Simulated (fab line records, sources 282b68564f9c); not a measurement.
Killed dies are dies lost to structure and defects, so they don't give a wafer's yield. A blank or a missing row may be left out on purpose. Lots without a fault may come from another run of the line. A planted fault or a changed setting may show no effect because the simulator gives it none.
One fault seen from 2 desks | flow rit_cmos | each desk has only its own numbers; what lay behind them comes last

THE METROLOGY DESK
What the gauges read, lot by lot, whatever tool the lot ran on: means of the sampled wafers that have a number. A lot is out of limits, marked OUT, if its mean lies more than 4 standard deviations from the usual mean; the brackets give that distance.
Columns: A = NSD_TW at RIT_NSD_TW_MEAS_10, usual 3123; B = PSD_OVL at RIT_PSD_OVL_MEAS_06, usual 0.6 nm; C = PSD_TW at RIT_PSD_TW_MEAS_10, usual 3430
lot  | first seen here | A    | B    | C
L140 | day 3 20:56     | 3125 | 1.3  | 3425
L142 | day 4 05:28     | 3112 | 0.1  | 3422
L149 | day 5 17:14     | 3113 | -1.1 | 3404
L155 | day 6 21:46     | 3132 | 1.6  | 3449
L156 | day 7 03:13     | 3120 | 2.0  | 3451
This desk's finding: nothing out of limits on any of the 5 lots.

THE TOOL OWNER'S DESK: plasma_asher-01
The tool's own readings at RIT_PSD_STRIP_09 (strips in O2, time 180 s): means of the sampled wafers that have a number, for each lot that ran on this tool. A lot is out of limits, marked OUT, if its mean lies more than 4 standard deviations from the usual mean; the brackets give that distance.
Columns: A = chamber_pressure_mTorr at RIT_PSD_STRIP_09, usual 4000 mTorr; B = drypump_motor_current_A at RIT_PSD_STRIP_09, usual 5.8 A; C = run_length_s at RIT_PSD_STRIP_09, usual 208.3 s
lot  | first seen here | A    | B   | C
L142 | day 4 06:50     | 4001 | 5.6 | 208.5
L156 | day 7 04:34     | 4000 | 5.9 | 117.4 (-99 or more) OUT
This desk's finding: out of limits on L156; first on L156, day 7 04:34 (run_length_s at RIT_PSD_STRIP_09). In limits: L142.

PUT TOGETHER
The tool owner's desk could have raised an alarm at day 7 04:34, on L156.
The metrology desk saw nothing out of limits.
The metrology desk has L156 on record, within its limits.
Of the lots named, all ran RIT_PSD_STRIP_09 on plasma_asher-01.

WHAT THE SIMULATOR HAD PUT IN
Strip aborted: plasma_asher-01, from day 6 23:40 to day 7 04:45, at RIT_PSD_STRIP_09. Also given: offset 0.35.
Lots struck among those shown: L156.
Hours from the fault's start to each desk's first reading out of limits: the tool owner's desk, 5.
